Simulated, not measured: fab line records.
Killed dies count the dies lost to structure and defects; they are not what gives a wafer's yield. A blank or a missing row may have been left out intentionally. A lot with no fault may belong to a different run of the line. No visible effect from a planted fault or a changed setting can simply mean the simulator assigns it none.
Matching of chambers ; flow berkeley-cmos170 ; UCB170_M2_ETCH_17 on rie-diel-03: 4 sister chambers
The step etches BARC in N2/H2. 8 wafers are shown with their chamber, then 7 later ones without.

## WAFERS, EACH WITH ITS CHAMBER
wafer;chamber;throttle-valve-pct (%);oes-product-au (a.u.)
L238.3;3;13.34;0.965
L242.5;2;13.53;0.987
L246.5;2;13.50;0.979
L249.1;0;13.27;1.014
L249.5;0;13.27;1.007
L249.6;1;13.36;0.985
L251.1;3;13.41;0.972
L251.4;1;13.39;0.984

## WAFERS WHOSE CHAMBER IS MISSING
wafer;throttle-valve-pct (%);oes-product-au (a.u.)
L251.5;13.39;0.973
L254.2;13.42;0.976
L254.3;13.49;0.976
L254.6;13.50;0.983
L260.1;13.26;1.007
L260.4;13.40;0.974
L260.5;13.28;1.014

## WHICH CHAMBER EACH ONE RAN IN
wafer;from the rows above;in truth
L251.5;can't be placed: 3 or 1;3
L254.2;can't be placed: 3 or 1 or 2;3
L254.3;2;2
L254.6;2;2
L260.1;0;0
L260.4;can't be placed: 3 or 1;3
L260.5;0;0
Placed correctly: 4 of 7. From these rows, 3 cannot be placed; in 3 the true chamber is one of the candidates. 0 placed wrongly.
How it was worked out, from the rows above alone: a wafer's distance from a chamber is the root of the sum, over the readings, of the square of ((its reading less the chamber's mean) divided by the reading's scatter). The wafer belongs to the nearest chamber; if the next one is less than 2 further off, it can't be placed. Each chamber's mean is taken over the wafers shown for it. The scatter: take each reading less its chamber's mean, square it, sum over the shown wafers, divide by the number of wafers less the number of chambers, and take the root.
